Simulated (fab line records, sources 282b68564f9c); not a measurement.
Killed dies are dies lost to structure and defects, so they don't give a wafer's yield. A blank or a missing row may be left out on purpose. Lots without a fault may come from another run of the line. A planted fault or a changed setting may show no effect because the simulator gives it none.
Which tool did it? | flow rit_cmos | 15 lots, 45 wafers sampled, at 1 step of a route of 202

WHAT THE GAUGES READ, wafer by wafer
The record holds no reading of a measuring or inspecting step that can be judged against a usual standard deviation.

WHICH TOOL RAN EACH LOT (tool, then ch and the chambers of the sampled wafers, then the start)
lot  | RIT_ACTIVE_OXIDATION_01
L825 | furnace-04 ch 0, day 1 10:20
L826 | furnace-01 ch 0, day 1 15:07
L827 | furnace-01 ch 0, day 1 20:07
L828 | furnace-01 ch 0, day 2 01:07
L830 | furnace-04 ch 0, day 2 11:07
L832 | furnace-01 ch 0, day 2 21:07
L833 | furnace-04 ch 0, day 3 02:07
L834 | furnace-02 ch 0, day 3 07:07
L835 | furnace-01 ch 0, day 3 12:07
L836 | furnace-04, day 3 17:07
L837 | furnace-01, day 3 22:07
L838 | furnace-04, day 4 03:07
L846 | furnace-04 ch 0, day 5 19:07
L847 | furnace-02 ch 0, day 6 00:07
L848 | furnace-01 ch 0, day 6 05:07
- RIT_ACTIVE_OXIDATION_01: target thk 46.8 nm, ox time 3360 s.

WHAT THE TOOLS THEMSELVES READ (means of the sampled wafers that have a number; where no wafer has one, the mark that the record gives instead)
RIT_ACTIVE_OXIDATION_01. Usual: ox_temp_c 1000.0 C, standard deviation 0.49; ox_temp_c_max 1005.9, standard deviation 1.2; spike_tc_load_C 1025.4 C, standard deviation 2.2.
lot  | tool       | ox_temp_c (C) | ox_temp_c_max | spike_tc_load_C (C) | flag
L825 | furnace-04 | 1000.0        | 1005.2        | 1023.8              |
L826 | furnace-01 | 999.7         | 1006.9        | 1027.8              |
L827 | furnace-01 | 999.7         | 1005.9        | 1027.0              |
L828 | furnace-01 | 1000.1        | 1006.9        | 1027.8              |
L830 | furnace-04 | 1000.2        | 1005.4        | 1022.9              |
L832 | furnace-01 | 1000.2        | 1006.2        | 1027.7              |
L833 | furnace-04 | 999.7         | 1005.2        | 1023.6              |
L834 | furnace-02 | 1000.1        | 1005.4        | 1023.4              |
L835 | furnace-01 | 1000.4        | 1007.2        | 1027.3              |
L836 | furnace-04 | -             | -             | -                   | OFF
L837 | furnace-01 | -             | -             | -                   | OFF
L838 | furnace-04 | -             | -             | -                   | OFF
L846 | furnace-04 | 1000.4        | 1005.8        | 1022.9              |
L847 | furnace-02 | 1000.6        | 1005.8        | 1022.9              |
L848 | furnace-01 | 999.8         | 1006.1        | 1026.3              |

THE ANSWER, worked out from the rows above alone
Rule: a lot is off if the mean of its wafers that have a number lies more than 3 standard deviations from the usual mean. A lot without any number at a reading at which 4 lots or more have one is off too. The other lots that the step has rows for count as sound. The gauges are gone through in route order, then the tools' own readings, and for those a lot's mean is taken as printed above. The first step at which some lot is off is used, and at that step the reading that is off furthest; a lot without a number counts as furthest.
Off: L836, L837, L838, at RIT_ACTIVE_OXIDATION_01 (ox_temp_c). Without a number there: L836, L837, L838.
A tool fits if, at that step or a process step before it, it ran every lot that is off, and no sound lot after the first of them. None of those tried fits.

WHAT THE SIMULATOR HAD PUT IN
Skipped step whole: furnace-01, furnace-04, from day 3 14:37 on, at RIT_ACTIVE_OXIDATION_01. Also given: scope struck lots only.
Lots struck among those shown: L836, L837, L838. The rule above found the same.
